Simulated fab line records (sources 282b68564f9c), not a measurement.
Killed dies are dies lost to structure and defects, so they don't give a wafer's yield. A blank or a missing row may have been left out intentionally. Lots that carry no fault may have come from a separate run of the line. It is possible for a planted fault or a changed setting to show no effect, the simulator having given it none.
What tool caused it?    flow rit cmos    Sampling: 15 lots, 45 wafers, 2 of 202 route steps

## WHAT THE GAUGES READ, wafer by wafer
RIT_WELLDRIVE_RS_MEAS_02: measures by four-point-probe.
lot   measured     on             PWELL_RS (ohm/sq)
L746  day 2 04:21  film metro-04  430.0 429.2 429.7
L748  day 2 15:29  film metro-04  429.8 429.5 430.0
L749  day 2 18:58  film metro-02  428.6 430.5 430.2
L751  day 3 05:25  film metro-04  429.0 427.9 429.2
L752  day 3 11:13  film metro-02  428.8 427.3 427.0
L754  day 3 21:17  film metro-03  445.7 444.4 445.3
L755  day 4 03:08  film metro-03  441.9 443.3 442.1
L756  day 4 07:13  film metro-04  442.5 444.0 443.9
L759  day 4 21:38  film metro-04  430.8 429.3 429.3
L760  day 5 02:42  film metro-03  429.3 431.0 429.1
L762  day 5 12:22  film metro-03  428.6 431.1 430.5
L763  day 5 17:14  film metro-02  428.8 429.2 429.2
L767  day 6 12:50  film metro-04  431.7 432.0 430.9
L768  day 6 21:49  film metro-03  431.1 429.2 429.3
L769  day 7 02:53  film metro-02  427.6 427.2 428.9

## WHICH TOOL RAN EACH LOT (tool, then ch and the chambers of the sampled wafers, then the start)
lot   RIT_PWELL_IMPLANT_08
L746  implanter-03 ch 0, day 1 22:46
L748  implanter-04 ch 0, day 2 09:53
L749  implanter-02 ch 0, day 2 13:11
L751  implanter-03 ch 0, day 2 23:49
L752  implanter-03 ch 0, day 3 05:38
L754  implanter-04 ch 0, day 3 14:58
L755  implanter-04 ch 0, day 3 21:34
L756  implanter-04 ch 0, day 4 00:16
L759  implanter-03 ch 0, day 4 16:04
L760  implanter-03 ch 0, day 4 20:13
L762  implanter-03 ch 0, day 5 06:16
L763  implanter-02 ch 0, day 5 11:22
L767  implanter-03 ch 0, day 6 07:15
L768  implanter-04 ch 0, day 6 16:11
L769  implanter-03 ch 0, day 6 19:58
- RIT_PWELL_IMPLANT_08

## AS READ BY THE TOOLS THEMSELVES (means over the sampled wafers that have a number; for cases with no such wafer, the mark the record gives instead)
RIT_PWELL_IMPLANT_08.
lot   tool          beam on s (s)  dose ions cm2  faraday current uA
L746  implanter-03  10.00          7.006e+13      222
L748  implanter-04  9.83           6.998e+13      226
L749  implanter-02  9.98           6.995e+13      222
L751  implanter-03  10.09          6.995e+13      220
L752  implanter-03  9.92           7.004e+13      224
L754  implanter-04  9.94           6.650e+13      212
L755  implanter-04  10.09          6.639e+13      209
L756  implanter-04  10.28          6.649e+13      205
L759  implanter-03  10.04          7.005e+13      221
L760  implanter-03  9.96           6.998e+13      223
L762  implanter-03  9.92           7.002e+13      224
L763  implanter-02  10.06          7.000e+13      221
L767  implanter-03  10.01          6.992e+13      222
L768  implanter-04  10.16          7.000e+13      219
L769  implanter-03  9.88           6.999e+13      225

## THE ANSWER, worked out from the rows above alone
Rule: the usual values come from the lots themselves. The widest of any qualifying gaps counts: lots, ordered by their means at a reading, are off when they make up no more than a third of the lots, leave a main group of 4 or more, and stand apart from it by 3 or more times the standard deviation of that group's means. If all means in a main group match to the digits the tables above print for the reading, that group is not used. A lot without any number at a reading at which 4 lots or more have one is off too. The other lots that the step has rows for count as sound. After the gauges, taken in route order, come the tools' own readings; for these a lot's mean is taken, as printed above. At the first step where some lot is off, the reading lying furthest off is the one used; lots without a number count as furthest.
Off: L754, L755, L756, seen at RIT_WELLDRIVE_RS_MEAS_02 (PWELL_RS). The main group: mean 429.5 ohm/sq, standard deviation 0.98.
If a tool, at a process step before that reading, ran all the lots that are off and no sound lot after the first of them, it fits. Not tried: the gauges at RIT_WELLDRIVE_RS_MEAS_02; whatever is off there is also off at RIT_PWELL_IMPLANT_08, on other tools, and gauge error can't account for it. None of those tried fits.

## WHAT WAS PUT IN BY THE SIMULATOR
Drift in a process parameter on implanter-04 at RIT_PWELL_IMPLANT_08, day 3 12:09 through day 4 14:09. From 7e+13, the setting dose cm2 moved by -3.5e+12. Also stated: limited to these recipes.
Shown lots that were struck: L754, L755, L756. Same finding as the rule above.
